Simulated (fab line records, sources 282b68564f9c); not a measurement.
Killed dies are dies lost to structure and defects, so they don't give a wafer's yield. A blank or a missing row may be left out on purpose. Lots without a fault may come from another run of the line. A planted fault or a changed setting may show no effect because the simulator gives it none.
Problem report in the 8D (eight disciplines) form, filled by code | flow rit_cmos | the parts of the form that need people (team, actions taken, sign-off) are left out

1. THE PROBLEM
cd_nm at RIT_GATE_CD_MEAS_16 reads a mean of 164.7 nm on 6 wafers of 2 lots; wafers without a fault read 150.2 nm with a standard deviation of 2.6. That is +5.6 standard deviations from the usual mean.
The step: target cd 150 nm.
First seen on wafer L755.1, day 3 23:13, on cd_sem-01. The record holds 42 wafers of 14 lots with a number at this step. Rule for "out", or "out of limits": more than 4 standard deviations from the usual mean. The other wafers with a number count as sound.

2. WHAT IT IS AND WHAT IT IS NOT
question                    | is                     | is not
which readings at this step | cd_nm                  | -
which lots                  | L755, L757             | L749, L750, L751, L753, L754, L759, L762, L764, L766, L767, L768, L771
which wafers of those lots  | all that have a number | -
read on which gauges        | cd_sem-01, cd_sem-02   | -
when                        | from day 3 23:13       | up to then (15 sound wafers); but 21 sound wafers of L759, L762, L764, L766, L767, L768, L771 came after

3. SUSPECTS, AND WHAT RULES EACH OUT
Counting: a tool at a process step up to the reading stays a suspect if it ran every lot that is out and no sound lot after the first of them.
- the gauge at RIT_GATE_CD_MEAS_16: ruled out. The wafers that are out were read on 2 gauges (cd_sem-01, cd_sem-02).
- litho_track-03 at RIT_GATE_COAT_11 (resist thk 850 nm): ruled out as a lasting fault. Sound lots L768, L771 ran on it after its first lot that is out, L755 (day 3 22:31).
Left after counting: nothing in the record.

4. THE CAUSE (what the simulator had put in)
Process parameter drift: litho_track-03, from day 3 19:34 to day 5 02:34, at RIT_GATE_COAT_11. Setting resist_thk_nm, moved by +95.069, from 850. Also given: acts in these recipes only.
Counting ruled it out, wrongly: the rule takes a fault to strike every lot that its tool runs from its start on, and this one did not.

5. THE CHAIN OF EFFECTS, in route order
Each row: a reading whose mean over the struck wafers that have a number lies more than 3 standard deviations from the usual. Only readings for which the record gives a usual standard deviation are gone through. hours: the time from each lot's start at the first step in this table that gives one to its start at this step, as a median over the lots. sigmas: the change in usual standard deviations.
hours | step                | reading | usual    | on struck wafers | change | sigmas
0     | RIT_GATE_CD_MEAS_16 | cd_nm   | 150.2 nm | 164.7            | +14.5  | +5.6

6. WHAT WOULD HAVE CAUGHT IT SOONER
In this record the first reading out of limits at a measuring or inspecting step was taken at day 3 23:13, 4 hours after the fault began at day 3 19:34.
